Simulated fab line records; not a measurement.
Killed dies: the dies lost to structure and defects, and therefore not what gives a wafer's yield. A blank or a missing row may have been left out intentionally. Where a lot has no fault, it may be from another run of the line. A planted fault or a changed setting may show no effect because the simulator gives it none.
Split-lot trial    flow berkeley_cmos170    23 wafers read from 5 lots, route of 331 steps

## ABOUT THE SPLIT
At UCB170_NVT_COAT_01 (resist thk 900 nm), the setting spin_rpm was moved away from the recipe's 1500 rpm on 5 of the 23 wafers read, by -6.9% to -4.7%. The other wafers ran this setting at the recipe's value.

The split's own step is where the reading is taken.

## THE READING
KrF_of_NVT_COAT_01.thk_nm (the simulator's own value, which no gauge read), in nm, at UCB170_NVT_COAT_01 (resist thk 900 nm). No usual value for it is given in the file. Here, 18 wafers ran the recipe; their average is 901.5 nm with a standard deviation of 2.8 nm.

wafer   tool, chamber at the split  spin_rpm as run, rpm  against the recipe  KrF_of_NVT_COAT_01.thk_nm, nm  against lot-mates on the recipe
L074.1  litho_track-03, 0           1500                  recipe              903.6                          -
L074.2  litho_track-03, 0           1500                  recipe              905                            -
L074.3  litho_track-03, 0           1430                  -4.7%               928.2                          +23.9
L074.4  litho_track-03, 0           1500                  recipe              904.2                          -
L074.6  litho_track-03, 0           1430                  -4.7%               928.4                          +24.1
L078.1  litho_track-01, 0           1500                  recipe              896.1                          -
L078.2  litho_track-01, 0           1500                  recipe              897.6                          -
L078.3  litho_track-01, 0           1500                  recipe              899.4                          -
L078.4  litho_track-01, 0           1500                  recipe              898.3                          -
L078.5  litho_track-01, 0           1500                  recipe              897.3                          -
L081.3  litho_track-01, 0           1500                  recipe              903                            -
L081.5  litho_track-01, 0           1500                  recipe              899.9                          -
L081.6  litho_track-01, 0           1500                  recipe              902.9                          -
L083.1  litho_track-03, 0           1397                  -6.9%               932.5                          +32.1
L083.6  litho_track-03, 0           1397                  -6.9%               932.5                          +32.1
L083.3  litho_track-03, 0           1500                  recipe              901                            -
L083.4  litho_track-03, 0           1500                  recipe              899.8                          -
L083.5  litho_track-03, 0           1397                  -6.9%               931.4                          +31.0
L084.2  litho_track-01, 0           1500                  recipe              903.4                          -
L084.3  litho_track-01, 0           1500                  recipe              903                            -
L084.4  litho_track-01, 0           1500                  recipe              905.3                          -
L084.5  litho_track-01, 0           1500                  recipe              902.7                          -
L084.6  litho_track-01, 0           1500                  recipe              903.8                          -

THE FIT
A straight line over all 23 wafers: KrF_of_NVT_COAT_01.thk_nm changes by -4.74 nm for each +1% of spin_rpm; r = -0.97; the points scatter about the line by 3 nm.
The same after taking each lot's own level away (the mean of its wafers on the recipe; 23 wafers): -4.74 nm for each +1%; r = -1.00; scatter 1.2 nm.
On that fit, the largest move of spin_rpm shifts the reading by 33 nm.
The span of the lots' own levels, 897.74 to 904.27 nm, comes to 2.4 times the standard deviation stated above.
The two slopes are in agreement: the lot-to-lot level therefore moves the slope only a little.
Check: with one of the wafers moved furthest among these (-6.9%) left out of the fit, the line predicts +32.7 nm for it against its lot-mates. Against them it came out at +32.1 nm.

## THE OTHER SPLITS THESE WAFERS WENT THROUGH
Other splits were also applied to these wafers ahead of the reading. Each is held against what the fit with the lots' levels taken away leaves over:
other split on the same wafers      wafers away from the commonest value  r with KrF_of_NVT_COAT_01.thk_nm (lot level and that fit taken away)
UCB170_START_OXIDATION_02 temp_c    15                                    -0.02
UCB170_NWELL_OXIDATION_01 temp_c    15                                    +0.02
UCB170_NWELL_IMPLANT_14 energy_kev  8                                     -0.04
UCB170_PWELL_COAT_08 spin_rpm       8                                     +0.24
UCB170_PWELL_IMPLANT_15 energy_kev  9                                     +0.06
UCB170_ACTIVE_OXIDATION_02 temp_c   18                                    +0.07
UCB170_FIELD_OXIDATION_01 temp_c    18                                    +0.27

## THE WHOLE CHAIN: every reading that the file lists as answering this split, in the file's order
step                 what it does       reading                                                                     change (the file's fit)               r (the file's)
UCB170_NVT_COAT_01   resist thk 900 nm  KrF_of_NVT_COAT_01.thk_nm (the simulator's own value, which no gauge read)  -4.79 nm for each +1% of the setting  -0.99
UCB170_NVT_STRIP_08  strips in O2       strip_time_to_endpoint_s                                                    withheld for each +1% of the setting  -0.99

## FILE'S OWN FIT
KrF_of_NVT_COAT_01.thk_nm changes by -4.79 nm for each +1% of spin_rpm, r = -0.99.
